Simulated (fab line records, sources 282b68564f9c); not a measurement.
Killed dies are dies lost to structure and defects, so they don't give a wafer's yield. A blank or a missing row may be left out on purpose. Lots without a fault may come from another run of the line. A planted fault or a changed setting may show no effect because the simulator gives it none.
Which tool did it? | flow rit_cmos | 13 lots, 39 wafers sampled, at 2 steps of a route of 202

WHAT THE GAUGES READ, wafer by wafer
The record holds no reading of a measuring or inspecting step that can be judged against a usual standard deviation.

WHICH TOOL RAN EACH LOT (tool, then ch and the chambers of the sampled wafers, then the start)
lot  | RIT_GATE_ETCH_19                | RIT_M1_PROBE_99
L239 | rie_si-01 ch 0,2, day 3 03:38   | -
L240 | rie_si-02 ch 2,3, day 3 03:53   | -
L241 | rie_si-01 ch 0,1,3, day 3 11:12 | -
L242 | rie_si-02 ch 0,1,2, day 3 11:22 | -
L243 | rie_si-01 ch 1,3, day 3 15:08   | -
L244 | rie_si-02 ch 0,1,3, day 3 23:56 | -
L245 | rie_si-01 ch 0,1,3, day 4 03:36 | -
L247 | rie_si-01 ch 0,1,2, day 4 15:25 | -
L248 | rie_si-02 ch 1,2,3, day 4 19:29 | -
L250 | rie_si-01 ch 0,1, day 5 08:23   | prober-02, day 6 05:34
L252 | rie_si-02 ch 0,1,2, day 5 15:35 | prober-02, day 6 12:17
L253 | rie_si-01 ch 0,3, day 5 21:52   | -
L260 | rie_si-01 ch 0,2,3, day 7 07:20 | -
- RIT_GATE_ETCH_19: etches poly-Si in SF6/CHF3/O2, stops on SiO2, time 168.1 s, target depth 312.5 nm.
- RIT_M1_PROBE_99

WHAT THE TOOLS THEMSELVES READ (means of the sampled wafers that have a number; where no wafer has one, the mark that the record gives instead)
RIT_GATE_ETCH_19. Usual: SF6_flow_sccm 30.01 sccm, standard deviation 0.091; chamber_pressure_mTorr 40.00 mTorr, standard deviation 0.034; drypump_motor_current_A 5.7 A, standard deviation 0.42; oes_product_au 0.841 a.u., standard deviation 0.012; throttle_valve_pct 10.24 %, standard deviation 0.15.
lot  | tool      | SF6_flow_sccm (sccm) | chamber_pressure_mTorr (mTorr) | drypump_motor_current_A (A) | oes_product_au (a.u.) | throttle_valve_pct (%) | flag
L239 | rie_si-01 | 29.97                | 39.99                          | 5.7                         | 0.858                 | 10.35                  |
L240 | rie_si-02 | 30.13                | 40.00                          | 6.0                         | 0.833                 | 10.12                  |
L241 | rie_si-01 | 29.99                | 40.00                          | 5.7                         | 0.850                 | 10.19                  |
L242 | rie_si-02 | 30.05                | 40.02                          | 5.5                         | 0.839                 | 10.36                  |
L243 | rie_si-01 | 29.95                | 40.02                          | 5.5                         | 0.836                 | 10.24                  |
L244 | rie_si-02 | 30.02                | 39.97                          | 5.4                         | 0.832                 | 10.30                  |
L245 | rie_si-01 | 30.04                | 40.01                          | 5.7                         | 0.844                 | 10.19                  |
L247 | rie_si-01 | 30.02                | 40.00                          | 5.9                         | 0.852                 | 10.27                  |
L248 | rie_si-02 | 30.03                | 39.98                          | 5.8                         | 0.849                 | 10.23                  |
L250 | rie_si-01 | 29.98                | 39.99                          | 6.1                         | 0.848                 | 10.16                  |
L252 | rie_si-02 | 30.04                | 40.01                          | 5.5                         | 0.802                 | 10.35                  | OFF
L253 | rie_si-01 | 30.04                | 40.02                          | 5.3                         | 0.848                 | 10.23                  |
L260 | rie_si-01 | 29.91                | 40.02                          | 5.5                         | 0.848                 | 10.29                  |

RIT_M1_PROBE_99. Usual: killed_at_M0_to_M3 0.0, standard deviation 0.083; killed_at_contacts 0.1, standard deviation 0.27; killed_at_front_end 7, standard deviation 3.3; killed_dies 7, standard deviation 3.3; killed_on_rim 2.0, standard deviation 1.5; killed_open 3.5, standard deviation 2; killed_short 3.8, standard deviation 2.2.
lot  | tool      | killed_at_M0_to_M3 | killed_at_contacts | killed_at_front_end | killed_dies | killed_on_rim | killed_open | killed_short | flag
L250 | prober-02 | 0.0                | 0.0                | 9                   | 9           | 3.7           | 4.7         | 4.0          |
L252 | prober-02 | 0.0                | 0.0                | 92                  | 92          | 24.7          | 4.3         | 2.3          | OFF

THE ANSWER, worked out from the rows above alone
Rule: a lot is off if the mean of its wafers that have a number lies more than 3 standard deviations from the usual mean. A lot without any number at a reading at which 4 lots or more have one is off too. The other lots that the step has rows for count as sound. The gauges are gone through in route order, then the tools' own readings, and for those a lot's mean is taken as printed above. The first step at which some lot is off is used, and at that step the reading that is off furthest; a lot without a number counts as furthest.
Off: L252, at RIT_GATE_ETCH_19 (oes_product_au).
A tool fits if, at that step or a process step before it, it ran every lot that is off, and no sound lot after the first of them. One fits: rie_si-02 at RIT_GATE_ETCH_19. Its last sound lot is L248 (day 4 19:29), its first lot that is off L252 (day 5 15:35): a fault that began between those two fits.
The tool's own readings at RIT_GATE_ETCH_19 bear it out: on the lots that are off they differ by more than 5 times the standard deviation of the sound lots' means. oes_product_au reads 0.802 a.u. there against 0.845 a.u. on the sound lots.

WHAT THE SIMULATOR HAD PUT IN
Process parameter drift: rie_si-02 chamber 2, from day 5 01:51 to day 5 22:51, at RIT_GATE_ETCH_19. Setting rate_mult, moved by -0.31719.
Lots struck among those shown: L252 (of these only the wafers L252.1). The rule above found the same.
